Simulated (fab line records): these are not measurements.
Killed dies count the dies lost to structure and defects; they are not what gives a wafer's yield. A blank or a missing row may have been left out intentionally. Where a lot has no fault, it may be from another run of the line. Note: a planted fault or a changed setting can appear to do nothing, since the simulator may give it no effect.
A struck lot beside a sound one	flow rit cmos	34 steps out of a route of 202
Sound: wafers L314.1, L314.3, L314.4. Struck: wafers L321.3, L321.5, L321.6. The cause comes at the end.
For every step that has rows: the tool of each side, followed by ch and its chambers, followed by its first start. Under that, the readings that differ: sound wafers	struck wafers	difference of the means	sigmas: that difference in standard deviations of wafers without a fault.
alike: readings with means less than 2 such deviations apart, plus words and numbers identical on both sides. not compared: withheld readings, readings lacking a value on some wafer, bounds such as >300 that could conceal the same value, and numbers that have no deviation in the record and whose values overlap.
A row with sigmas, a row that says differs or no value, or rows on one side alone: a step with any of these is where the two part. When numbers do not overlap yet have no deviation, they are printed without sigmas and do not part them. Lack of a reading on every wafer of one side parts them only where that side has two or more wafers.

first, 2 steps without rows for these wafers: RIT_SPACER_CLEAN_02 (cleans in SC2, time 600 s); RIT_SPACER_CVD_03 (deposits Si3N4 from SiH2Cl2/NH3, target thk 250 nm, time 3347 s).
RIT_SPACER_THK_MEAS_04:
  struck on film metro-03, day 7 09:16; sound on film metro-03, day 5 16:29
  alike: SPACER_NITRIDE_THK
RIT_SPACER_ETCHBACK_05: etches Si3N4 in SF6/CHF3, stops on SiO2, target depth 250 nm, time 240 s.
  sound on rie diel-02 ch 1,2,3, day 5 16:33; struck on rie diel-03 ch 0,2,3, day 7 09:18
  alike: chamber pressure mTorr, drypump motor current A, oes product au, throttle valve pct
  not compared: rf hours counter h
then, 6 steps without rows for these wafers: RIT_NSD_HMDS_00 (prime time 60 s); RIT_NSD_COAT_01 (resist thk 1000 nm); RIT_NSD_SOFTBAKE_02 (time 60 s); RIT_NSD_EXPOSE_03 (exposes mask M9, target cd 40700 nm); RIT_NSD_PEB_04; RIT_NSD_DEVELOP_05 (develop time 50 s).
RIT_NSD_OVL_MEAS_06:
  struck on overlay-01, day 7 10:23; sound on overlay-02, day 5 17:33
  alike: NSD_OVL
then, 1 step without rows for these wafers: RIT_NSD_HARDBAKE_07 (time 60 s).
RIT_NSD_IMPLANT_08:
  sound on implanter-04 ch 0, day 5 17:44; struck on implanter-04 ch 0, day 7 10:36
reading	sound	struck	difference	sigmas
implant ion amu	31 31 31	75 75 75	+44	
model.implant.rp nm (nm)	32.36 32.36 32.36	18.19 18.19 18.19	-14.17	
model.implant.drp nm (nm)	14.84 14.84 14.84	8.431 8.431 8.431	-6.409	
  alike: beam energy keV, dose ions cm2, faraday current uA
RIT_NSD_STRIP_09: strips in O2, time 180 s.
  sound on plasma asher-03 ch 0,1, day 5 17:53; struck on plasma asher-03 ch 0,1, day 7 10:46
  alike: chamber pressure mTorr, drypump motor current A, rf refl power W
  not compared: rf hours counter h
RIT_NSD_TW_MEAS_10:
  struck on film metro-01, day 7 10:54; sound on film metro-01, day 5 18:04
  alike: NSD_TW
then, 6 steps without rows for these wafers: RIT_PSD_HMDS_00 (prime time 60 s); RIT_PSD_COAT_01 (resist thk 1000 nm); RIT_PSD_SOFTBAKE_02 (time 60 s); RIT_PSD_EXPOSE_03 (exposes mask M10, target cd 40900 nm); RIT_PSD_PEB_04; RIT_PSD_DEVELOP_05 (develop time 50 s).
RIT_PSD_OVL_MEAS_06:
  struck on overlay-01, day 7 12:24; sound on overlay-01, day 5 18:58
  alike: PSD_OVL
then, 2 steps without rows for these wafers: RIT_PSD_HARDBAKE_07 (time 60 s); RIT_PSD_IMPLANT_08.
RIT_PSD_STRIP_09: strips in O2, time 180 s.
  sound on plasma asher-04 ch 0,1, day 5 19:19; struck on plasma asher-03 ch 0,1, day 7 12:57
  alike: chamber pressure mTorr, drypump motor current A, rf refl power W
  not compared: rf hours counter h
RIT_PSD_TW_MEAS_10:
  struck on film metro-04, day 7 13:05; sound on film metro-04, day 5 19:29
  alike: PSD_TW
then, 3 steps without rows for these wafers: RIT_SDANNEAL_CLEAN_00 (cleans in SC1, time 600 s); RIT_SDANNEAL_CLEAN_01 (cleans in dHF, time 30 s); RIT_SDANNEAL_CLEAN_02 (cleans in SC2, time 600 s).
RIT_SDANNEAL_RTA_03: time 5 s.
  sound on rtp anneal-01 ch 0, day 5 19:56; struck on rtp anneal-02 ch 0, day 7 13:31
  alike: wafer_temp_C_max
RIT_SDANNEAL_RS_MEAS_04: uses a four-point probe to measure.
  struck on film metro-04, day 7 13:35; sound on film metro-01, day 5 19:59
  alike: PSD_RS
RIT_SDANNEAL_RS_MEAS_05: uses a four-point probe to measure.
  struck on film metro-04, day 7 13:43; sound on film metro-01, day 5 20:06
reading	sound	struck	difference	sigmas
NSD_RS (ohm/sq)	84.46 84.54 84.67	126.36 126.88 126.40	+41.99	+99 or more
RIT_SDANNEAL_RS_MEAS_06: uses a four-point probe to measure.
  struck on film metro-04, day 7 13:50; sound on film metro-01, day 5 20:13
  alike: PLDD_RS
RIT_M1_PROBE_99:
  struck on prober-02, day 7 21:14; sound on prober-01, day 6 03:22
  alike: killed at front end, killed dies, killed open, killed short

## WHERE THEY PART
Within this record, at RIT_SDANNEAL_RS_MEAS_05 only. Later steps at which nothing parts them and some readings are alike: RIT_SDANNEAL_RS_MEAS_06, RIT_M1_PROBE_99.

WHY: the cause the simulator had injected
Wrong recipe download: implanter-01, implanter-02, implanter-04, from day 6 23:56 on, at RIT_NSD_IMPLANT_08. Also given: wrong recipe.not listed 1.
